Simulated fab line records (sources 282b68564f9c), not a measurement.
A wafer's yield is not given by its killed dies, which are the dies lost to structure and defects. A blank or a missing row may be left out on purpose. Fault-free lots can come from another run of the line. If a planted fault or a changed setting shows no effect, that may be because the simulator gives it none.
Struck lot and sound lot, side by side	flow rit_cmos	43 steps out of a route of 202
Sound: wafers L265.2, L265.3, L265.4. Struck: wafers L267.4, L267.6. (L267.3 of the same lot was not struck and is left out.) The cause comes at the end.
For every step that has rows: the tool of each side, followed by ch and its chambers, followed by its first start. Under that, the readings that differ: sound wafers	struck wafers	difference of the means	sigmas: that difference in standard deviations of wafers without a fault.
alike: words and numbers the same on both sides, and readings whose means are apart by under 2 such deviations; not compared: readings that were withheld, readings missing a value for some wafer, numbers with overlapping values and no deviation given by the record, and bounds like >300 which may hide the same value.
A row with sigmas, a row that says differs or no value, or rows on one side alone: a step with any of these is where the two part. Numbers that have no deviation but don't overlap get no sigmas and don't part them. A reading missing from all wafers of one side parts the sides only when that side holds two or more wafers.

RIT_ACTIVE_THK_MEAS_02:
  sound on film_metro-02, day 1 22:04; struck on film_metro-03, day 2 08:04
  alike: ACTIVE_OXIDE_THK
then, 1 step without rows for these wafers: RIT_ACTIVE_CVD_03 (deposits Si3N4 from SiH2Cl2/NH3, target thk 150 nm, time 1500 s).
RIT_ACTIVE_THK_MEAS_04:
  sound on film_metro-03, day 1 23:32; struck on film_metro-01, day 2 09:33
reading	sound	struck	difference	sigmas
ACTIVE_NITRIDE_THK (nm)	148.3 147.4 148.0	152.3 151.8	+4.2	+3
then, 6 steps without rows for these wafers: RIT_ACTIVE_HMDS_05 (prime time 60 s); RIT_ACTIVE_COAT_06 (resist thk 1000 nm); RIT_ACTIVE_SOFTBAKE_07 (time 60 s); RIT_ACTIVE_EXPOSE_08 (exposes mask M1, target cd 1400 nm); RIT_ACTIVE_PEB_09; RIT_ACTIVE_DEVELOP_10 (develop time 50 s).
RIT_ACTIVE_CD_MEAS_11: target cd 1400 nm.
  sound on cd_sem-02, day 2 00:28; struck on cd_sem-01, day 2 10:29
  alike: cd_nm
then, 1 step without rows for these wafers: RIT_ACTIVE_HARDBAKE_12 (time 60 s).
RIT_ACTIVE_ETCH_13: etches Si3N4 in SF6, stops on SiO2, time 210 s, target depth 210 nm.
  sound on rie_diel-01 ch 0,2,3, day 2 00:43; struck on rie_diel-04 ch 2,3, day 2 10:43
  alike: drypump_motor_current_A, oes_product_au, throttle_valve_pct
  not compared: rf_hours_counter_h
RIT_ACTIVE_STRIP_14: strips in O2, time 180 s.
  sound on plasma_asher-03 ch 0,1, day 2 00:50; struck on plasma_asher-03 ch 0, day 2 10:54
  alike: drypump_motor_current_A
  not compared: rf_hours_counter_h
RIT_ACTIVE_CD_MEAS_90: target cd 1400 nm.
  sound on cd_sem-02, day 2 01:02; struck on cd_sem-01, day 2 11:04
  alike: cd_nm
then, 4 steps without rows for these wafers: RIT_ACTIVE_CLEAN_15 (cleans in SC1, time 600 s); RIT_ACTIVE_CLEAN_16 (cleans in dHF, time 30 s); RIT_ACTIVE_CLEAN_17 (cleans in SC2, time 600 s); RIT_FOX1_OXIDATION_00 (target thk 350.7 nm, ox time 1130 s).
RIT_FOX1_THK_MEAS_01:
  sound on film_metro-04, day 2 04:01; struck on film_metro-01, day 2 14:57
  alike: FOX1_OXIDE_THK
then, 2 steps without rows for these wafers: RIT_FOX1_WET_ETCH_02 (etches SiO2 in BOE, target depth 350 nm, time 390 s); RIT_FOX2_OXIDATION_00 (target thk 350.7 nm, ox time 1181 s).
RIT_FOX2_THK_MEAS_01:
  sound on film_metro-04, day 2 05:31; struck on film_metro-01, day 2 16:26
  alike: FOX2_OXIDE_THK
then, 2 steps without rows for these wafers: RIT_FOX2_CLEAN_02 (cleans in dHF, time 180 s); RIT_FOX2_WET_ETCH_03 (etches Si3N4 in H3PO4, target depth 195 nm, time 2700 s).
RIT_FOX2_THK_MEAS_90:
  sound on film_metro-04, day 2 06:23; struck on film_metro-04, day 2 17:19
  alike: FIELD_OXIDE_LEFT_1_THK
then, 6 steps without rows for these wafers: RIT_NWELL_HMDS_00 (prime time 60 s); RIT_NWELL_COAT_01 (resist thk 1300 nm); RIT_NWELL_SOFTBAKE_02 (time 60 s); RIT_NWELL_EXPOSE_03 (exposes mask M2, target cd 43900 nm); RIT_NWELL_PEB_04; RIT_NWELL_DEVELOP_05 (develop time 68 s).
RIT_NWELL_OVL_MEAS_06:
  sound on overlay-02, day 2 07:27; struck on overlay-02, day 2 18:22
reading	sound	struck	difference	sigmas
NWELL_OVL (nm)	-0.5 -3.6 -0.2	1.7 0.8	+2.7	+2
then, 2 steps without rows for these wafers: RIT_NWELL_HARDBAKE_07 (time 120 s); RIT_NWELL_IMPLANT_08.
RIT_NWELL_STRIP_09: strips in O2, time 180 s.
  sound on plasma_asher-01 ch 0,1, day 2 07:59; struck on plasma_asher-03 ch 0,1, day 2 18:51
  alike: drypump_motor_current_A
  not compared: rf_hours_counter_h
RIT_NWELL_TW_MEAS_10:
  sound on film_metro-02, day 2 08:11; struck on film_metro-03, day 2 18:59
  alike: NWELL_TW
then, 6 steps without rows for these wafers: RIT_PWELL_HMDS_00 (prime time 60 s); RIT_PWELL_COAT_01 (resist thk 1308 nm); RIT_PWELL_SOFTBAKE_02 (time 60 s); RIT_PWELL_EXPOSE_03 (exposes mask M3, target cd 43700 nm); RIT_PWELL_PEB_04; RIT_PWELL_DEVELOP_05 (develop time 68 s).
RIT_M1_PROBE_99:
  sound on prober-01, day 3 20:34; struck on prober-01, day 4 07:06
reading	sound	struck	difference	sigmas
killed_at_M0_to_M3	0 0 0	1 0	+0	+4
killed_at_front_end	15 10 7	38 40	+28	+9
killed_dies	15 10 7	39 40	+29	+10
  alike: killed_on_rim, killed_open, killed_short

== WHERE THEY PART ==
Last at RIT_M1_PROBE_99 as far as this record goes, first at RIT_ACTIVE_THK_MEAS_04.

WHY: what had been put in by the simulator
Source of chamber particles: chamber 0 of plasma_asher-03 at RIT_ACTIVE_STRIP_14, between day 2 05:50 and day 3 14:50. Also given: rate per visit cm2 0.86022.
